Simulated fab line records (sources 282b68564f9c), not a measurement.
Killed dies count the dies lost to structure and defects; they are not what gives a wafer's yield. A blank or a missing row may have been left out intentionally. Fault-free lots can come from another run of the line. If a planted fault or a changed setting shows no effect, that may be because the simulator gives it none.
Which tool is to blame? || flow rit_cmos || 7 lots, 21 wafers sampled, at 5 steps of a route of 202

== WHAT THE GAUGES SHOWED, per wafer ==
RIT_M1_CD_MEAS_90 targets a cd of 2600 nm.
{"lot": "L563", "measured": "day 3 19:32", "on": "cd_sem-02", "cd_nm (nm)": "2595 2596 2598"}
{"lot": "L565", "measured": "day 4 02:14", "on": "cd_sem-01", "cd_nm (nm)": "2598 2599 2599"}
{"lot": "L567", "measured": "day 4 20:49", "on": "cd_sem-01", "cd_nm (nm)": "2601 2599 2599"}
{"lot": "L569", "measured": "day 5 00:29", "on": "cd_sem-02", "cd_nm (nm)": "2602 2600 2600"}
{"lot": "L574", "measured": "day 6 00:18", "on": "cd_sem-02", "cd_nm (nm)": "2590 2593 2599"}
{"lot": "L581", "measured": "day 7 13:47", "on": "cd_sem-02", "cd_nm (nm)": "2605 2603 2601"}
{"lot": "L584", "measured": "day 8 08:35", "on": "cd_sem-02", "cd_nm (nm)": "2595 2596 2594"}

== TOOL THAT RAN EACH LOT (tool first, then ch and the chambers of the sampled wafers, then the start) ==
{"lot": "L563", "RIT_SILICIDE_SPUTTER_01": "pvd_sputter-01, day 3 14:23", "RIT_SILICIDE_RTA_06": "rtp_anneal-01 ch 0, day 3 14:58", "RIT_M1_METAL_ETCH_12": "rie_metal-01 ch 0, day 3 19:00", "RIT_M1_STRIP_14": "plasma_asher-01 ch 0,1, day 3 19:20"}
{"lot": "L565", "RIT_SILICIDE_SPUTTER_01": "pvd_sputter-01, day 3 20:44", "RIT_SILICIDE_RTA_06": "rtp_anneal-01 ch 0, day 3 21:28", "RIT_M1_METAL_ETCH_12": "rie_metal-04 ch 0,1, day 4 01:43", "RIT_M1_STRIP_14": "plasma_asher-04 ch 0,1, day 4 02:04"}
{"lot": "L567", "RIT_SILICIDE_SPUTTER_01": "pvd_sputter-04, day 4 15:46", "RIT_SILICIDE_RTA_06": "rtp_anneal-02 ch 0, day 4 16:13", "RIT_M1_METAL_ETCH_12": "rie_metal-02 ch 0,1, day 4 20:18", "RIT_M1_STRIP_14": "plasma_asher-01 ch 0,1, day 4 20:38"}
{"lot": "L569", "RIT_SILICIDE_SPUTTER_01": "pvd_sputter-04, day 4 19:11", "RIT_SILICIDE_RTA_06": "rtp_anneal-01 ch 0, day 4 19:38", "RIT_M1_METAL_ETCH_12": "rie_metal-01 ch 0, day 4 23:50", "RIT_M1_STRIP_14": "plasma_asher-03 ch 0,1, day 5 00:17"}
{"lot": "L574", "RIT_SILICIDE_SPUTTER_01": "pvd_sputter-01, day 5 18:39", "RIT_SILICIDE_RTA_06": "rtp_anneal-02 ch 0, day 5 19:06", "RIT_M1_METAL_ETCH_12": "rie_metal-04 ch 0,1, day 5 23:31", "RIT_M1_STRIP_14": "plasma_asher-04 ch 0,1, day 6 00:06"}
{"lot": "L581", "RIT_SILICIDE_SPUTTER_01": "pvd_sputter-04, day 7 08:17", "RIT_SILICIDE_RTA_06": "rtp_anneal-01 ch 0, day 7 08:43", "RIT_M1_METAL_ETCH_12": "rie_metal-01 ch 0,1, day 7 13:06", "RIT_M1_STRIP_14": "plasma_asher-04 ch 0,1, day 7 13:37"}
{"lot": "L584", "RIT_SILICIDE_SPUTTER_01": "pvd_sputter-04, day 8 03:11", "RIT_SILICIDE_RTA_06": "rtp_anneal-02 ch 0, day 8 03:38", "RIT_M1_METAL_ETCH_12": "rie_metal-01 ch 0,1, day 8 08:04", "RIT_M1_STRIP_14": "plasma_asher-04 ch 0,1, day 8 08:24"}
- RIT_SILICIDE_SPUTTER_01: material Ti, target thk 30 nm, time 240 s.
- RIT_SILICIDE_RTA_06: time 10 s, ramp up 5 s, ramp down 10 s.
- RIT_M1_METAL_ETCH_12: etches Al in Cl2/BCl3, stops on SiO2, time 165 s, target depth 600 nm.
- RIT_M1_STRIP_14: strips in O2, time 180 s.

== THE ANSWER, worked out from the rows above alone ==
Rule: what is usual is taken from the lots themselves. Put in order of their means at a reading, lots are off if they are a third of the lots or fewer, leave a main group of 4 or more, and stand apart from it by a gap of 3 or more times the standard deviation of the main group's means; of several such gaps the widest counts. The tables above print the reading to a certain number of digits; a main group whose means all agree to those digits is not used. Also off: a lot with no number at a reading for which 4 or more lots have one. Any other lot the step has rows for is counted as sound.
None of the lots is off at any reading shown; this tells nothing.

== WHAT HAD BEEN PUT IN BY THE SIMULATOR ==
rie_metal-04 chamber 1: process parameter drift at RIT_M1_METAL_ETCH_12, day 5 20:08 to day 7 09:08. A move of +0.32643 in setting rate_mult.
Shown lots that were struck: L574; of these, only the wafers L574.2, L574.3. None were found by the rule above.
